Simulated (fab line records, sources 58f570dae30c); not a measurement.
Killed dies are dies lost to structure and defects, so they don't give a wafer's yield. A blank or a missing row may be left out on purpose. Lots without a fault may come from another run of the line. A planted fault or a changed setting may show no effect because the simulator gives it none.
A struck lot beside a sound one | flow berkeley_cmos170 | 14 steps out of a route of 331
Sound: wafers L438.2, L438.3, L438.6. Struck: wafers L450.2, L450.5, L450.6. The cause comes at the end.
At each step with rows: each side's tool, then ch and its chambers, then its first start. Under that, the readings that differ: sound wafers | struck wafers | difference of the means | sigmas: that difference in standard deviations of wafers without a fault.
alike: readings whose means differ by less than 2 such deviations, and words and numbers that are the same on both sides. not compared: withheld readings, readings that some wafer has no value for, bounds like >300 that may hide the same value, and numbers for which the record gives no deviation and whose values overlap.
The two part at a step that has a row with sigmas, a row that says differs or no value, or rows on one side only. Numbers that don't overlap but have no deviation are shown without sigmas and don't part them. A reading that every wafer of one side lacks parts them only if that side has two wafers or more.

first, 1 step without rows for these wafers: UCB170_M2_PRE_CLEAN_00 (preclean etch time 60 s).
UCB170_M2_SPUTTER_01: material Al, target thk 900 nm, time 120 s.
  sound on pvd_sputter-01, day 8 07:47; struck on pvd_sputter-01, day 10 23:52
  alike: throttle_valve_pct
UCB170_M2_RS_MEAS_02: measures by four-point-probe.
  sound on film_metro-04, day 8 07:54; struck on film_metro-02, day 10 23:58
  alike: M2_AL_RS
UCB170_M2_THK_MEAS_03: measures by xrf.
  sound on film_metro-04, day 8 08:01; struck on film_metro-02, day 11 00:05
  alike: M2_AL_THK
then, 3 steps without rows for these wafers: UCB170_M2_HMDS_04 (prime time 60 s); UCB170_M2_COAT_05 (resist thk 900 nm); UCB170_M2_SOFTBAKE_06 (time 60 s).
UCB170_M2_STRIP_07: strips in O2.
  sound on plasma_asher-03 ch 1, day 8 08:54; struck on plasma_asher-03 ch 0,1, day 11 00:35
  reading                      | sound             | struck            | difference | sigmas
  strip_time_to_endpoint_s (s) | 22.01 21.99 22.01 | 21.89 21.85 21.85 | -0.14      | -2
  alike: drypump_motor_current_A, oes_product_au
  not compared: rf_hours_counter_h
then, 3 steps without rows for these wafers: UCB170_M2_STRIP_08 (strips KrF in DMSO, time 600 s); UCB170_M2_COAT_09; UCB170_M2_COAT_10 (resist thk 900 nm).
UCB170_M2_SOFTBAKE_11: time 61.11 s.
  sound on litho_track-03 ch 0; struck on litho_track-03 ch 0
  alike: plate_sensor_t_centre_C, plate_sensor_t_edge_C
UCB170_M2_EXPOSE_12: exposes mask METAL2, target cd 700 nm.
  sound on krf_scanner-02 ch 0, day 8 10:16; struck on krf_scanner-01, day 11 02:22
  no value came back on the struck wafers for exposure_dose_mJ_cm2, focus_offset_nm (nm), stage_vel_mm_s (mm/s); on the sound wafers exposure_dose_mJ_cm2 reads 25.976 25.980 25.966
  alike: mask
then, 1 step without rows for these wafers: UCB170_M2_PEB_13.

WHERE THEY PART
First at UCB170_M2_STRIP_07; last, within this record, at UCB170_M2_EXPOSE_12.

WHY: what the simulator had put in
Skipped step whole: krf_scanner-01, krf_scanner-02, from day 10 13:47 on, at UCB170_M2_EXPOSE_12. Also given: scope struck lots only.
